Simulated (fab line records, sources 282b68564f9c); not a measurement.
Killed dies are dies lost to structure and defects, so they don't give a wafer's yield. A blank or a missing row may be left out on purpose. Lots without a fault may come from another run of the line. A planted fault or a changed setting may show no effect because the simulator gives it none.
Problem report in the 8D (eight disciplines) form, filled by code | flow rit_cmos | the parts of the form that need people (team, actions taken, sign-off) are left out

1. THE PROBLEM
NSD_OVL at RIT_NSD_OVL_MEAS_06 reads a mean of 420.3 nm on 9 wafers of 3 lots; wafers without a fault read 1.0 nm with a standard deviation of 1.5. That is +99 or more standard deviations from the usual mean.
First seen on wafer L949.1, day 5 12:36, on overlay-02. The record holds 45 wafers of 15 lots with a number at this step. Rule for "out", or "out of limits": more than 4 standard deviations from the usual mean. The other wafers with a number count as sound.

2. WHAT IT IS AND WHAT IT IS NOT
question                    | is                     | is not
which readings at this step | NSD_OVL                | -
which lots                  | L949, L950, L951       | L937, L938, L939, L940, L941, L942, L944, L948, L954, L956, L958, L960
which wafers of those lots  | all that have a number | -
read on which gauges        | overlay-02             | overlay-01
when                        | from day 5 12:36       | up to then (24 sound wafers); but 12 sound wafers of L954, L956, L958, L960 came after

3. SUSPECTS, AND WHAT RULES EACH OUT
Counting: a tool at a process step up to the reading stays a suspect if it ran every lot that is out and no sound lot after the first of them.
- the gauge at RIT_NSD_OVL_MEAS_06: kept. All the wafers that are out were read on overlay-02, and no step on other tools shows them out.
- iline_stepper-01 at RIT_NSD_EXPOSE_03 (exposes mask M9, target cd 40700 nm): kept. It ran every lot that is out, first L949 (day 5 12:12), and no sound lot after that; its last sound lot up to then is L940 (day 3 14:58).
Left after counting: iline_stepper-01 at RIT_NSD_EXPOSE_03, overlay-02 at RIT_NSD_OVL_MEAS_06.

4. THE CAUSE (what the simulator had put in)
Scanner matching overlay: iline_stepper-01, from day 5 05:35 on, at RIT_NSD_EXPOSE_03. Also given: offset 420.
Counting left 2 suspects, and this tool is among them.

5. THE CHAIN OF EFFECTS, in route order
Each row: a reading whose mean over the struck wafers that have a number lies more than 3 standard deviations from the usual. Only readings for which the record gives a usual standard deviation are gone through. hours: the time from each lot's start at the first step in this table that gives one to its start at this step, as a median over the lots. sigmas: the change in usual standard deviations.
hours | step                | reading | usual  | on struck wafers | change | sigmas
0     | RIT_NSD_OVL_MEAS_06 | NSD_OVL | 1.0 nm | 420.3            | +419.3 | +99 or more

6. WHAT WOULD HAVE CAUGHT IT SOONER
In this record the first reading out of limits at a measuring or inspecting step was taken at day 5 12:36, 7 hours after the fault began at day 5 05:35.
Of the lots that are out (3), L950, L951 began RIT_NSD_EXPOSE_03 on iline_stepper-01 after day 5 12:36. A hold on the tool at that time would have spared those 2.
